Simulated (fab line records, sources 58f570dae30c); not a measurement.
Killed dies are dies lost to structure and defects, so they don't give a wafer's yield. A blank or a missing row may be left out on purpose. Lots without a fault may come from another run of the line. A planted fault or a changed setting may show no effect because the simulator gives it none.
Tool commonality check | flow berkeley_cmos170 | 14 lots, 42 wafers sampled

WHY IT WAS OPENED
At UCB170_PWELL_TW_MEAS_17 the reading PWELL_TW is flagged on 2 of 14 lots. Wafers without a fault read 381.1, standard deviation 2.9.
Rule: a lot is flagged when every wafer of it that has a number lies more than 4 standard deviations from that mean, or none has a number. The other lots count as sound.

lot  | measured    | on            | PWELL_TW, wafer by wafer | flag
L305 | day 3 04:37 | film_metro-01 | 383.9 383.1 384.0        |
L306 | day 3 05:10 | film_metro-01 | 382.8 383.3 383.5        |
L307 | day 3 11:26 | film_metro-01 | 384.0 383.1 382.0        |
L309 | day 3 18:47 | film_metro-03 | 376.7 378.7 377.5        |
L308 | day 3 18:52 | film_metro-01 | 383.0 382.7 380.7        |
L310 | day 3 19:09 | film_metro-03 | 376.7 376.5 375.9        |
L311 | day 4 05:21 | film_metro-04 | 381.5 384.7 384.5        |
L312 | day 4 10:54 | film_metro-01 | 384.8 383.5 382.6        |
L313 | day 4 16:55 | film_metro-03 | 381.5 379.5 377.2        |
L314 | day 5 03:27 | film_metro-04 | 382.7 381.5 383.9        |
L315 | day 5 07:44 | film_metro-03 | 375.9 377.8 375.6        |
L316 | day 5 08:02 | film_metro-01 | 381.4 381.3 381.9        |
L321 | day 6 12:17 | film_metro-04 | 436.3 436.6 434.3        | FLAGGED
L324 | day 6 22:30 | film_metro-04 | 436.0 437.7 434.6        | FLAGGED
The numbers of the flagged lots are 435.9 on average: +54.8 against the usual, or +19 standard deviations.

WHICH TOOL RAN EACH LOT
The record holds 1 process step before the reading, out of a route of 331 steps. In each cell: the tool, then ch and the chambers that the sampled wafers went through, then the start.
lot  | flag    | UCB170_PWELL_IMPLANT_15
L305 |         | implanter-02 ch 0, day 3 04:23
L306 |         | implanter-03 ch 0, day 3 04:55
L307 |         | implanter-01 ch 0, day 3 11:13
L309 |         | implanter-01 ch 0, day 3 18:32
L308 |         | implanter-02 ch 0, day 3 18:38
L310 |         | implanter-03 ch 0, day 3 18:55
L311 |         | implanter-02 ch 0, day 4 05:08
L312 |         | implanter-02 ch 0, day 4 10:41
L313 |         | implanter-02 ch 0, day 4 16:41
L314 |         | implanter-02 ch 0, day 5 03:13
L315 |         | implanter-03 ch 0, day 5 07:31
L316 |         | implanter-01 ch 0, day 5 07:50
L321 | FLAGGED | implanter-02 ch 0, day 6 12:03
L324 | FLAGGED | implanter-02 ch 0, day 6 22:15
What these steps do:
- UCB170_PWELL_IMPLANT_15
- UCB170_PWELL_TW_MEAS_17

FLAGGED OVER TOTAL, TOOL BY TOOL (the gauges that took the reading come last)
step                    | tool          | lots run | flagged | share of the flagged lots | sound lots run after its first flagged lot
UCB170_PWELL_IMPLANT_15 | implanter-01  | 3        | 0       | none                      | -
UCB170_PWELL_IMPLANT_15 | implanter-02  | 8        | 2       | all                       | 0
UCB170_PWELL_IMPLANT_15 | implanter-03  | 3        | 0       | none                      | -
UCB170_PWELL_TW_MEAS_17 | film_metro-01 | 6        | 0       | none                      | -
UCB170_PWELL_TW_MEAS_17 | film_metro-03 | 4        | 0       | none                      | -
UCB170_PWELL_TW_MEAS_17 | film_metro-04 | 4        | 2       | all                       | 0

WHAT THE TABLE ALLOWS
2 rows of the table ran every flagged lot: implanter-02 at UCB170_PWELL_IMPLANT_15, film_metro-04 at UCB170_PWELL_TW_MEAS_17.
- implanter-02 at UCB170_PWELL_IMPLANT_15: 2 of its 8 lots flagged. Its last sound lot is L314 (day 5 03:13), its first flagged lot L321 (day 6 12:03): a fault that began between those two fits. Its own readings lie more than 4 standard deviations out on every wafer of the flagged lots: dose_ions_cm2, faraday_current_uA.
- film_metro-04 at UCB170_PWELL_TW_MEAS_17: 2 of its 4 lots flagged. Its last sound lot is L314 (day 5 03:27), its first flagged lot L321 (day 6 12:17): a fault that began between those two fits.
Counting lots can't tell these 2 tools apart, because each fits a fault that began at some hour. More lots, or a look at what each step does to the wafer, might.

WHAT THE SIMULATOR HAD PUT IN
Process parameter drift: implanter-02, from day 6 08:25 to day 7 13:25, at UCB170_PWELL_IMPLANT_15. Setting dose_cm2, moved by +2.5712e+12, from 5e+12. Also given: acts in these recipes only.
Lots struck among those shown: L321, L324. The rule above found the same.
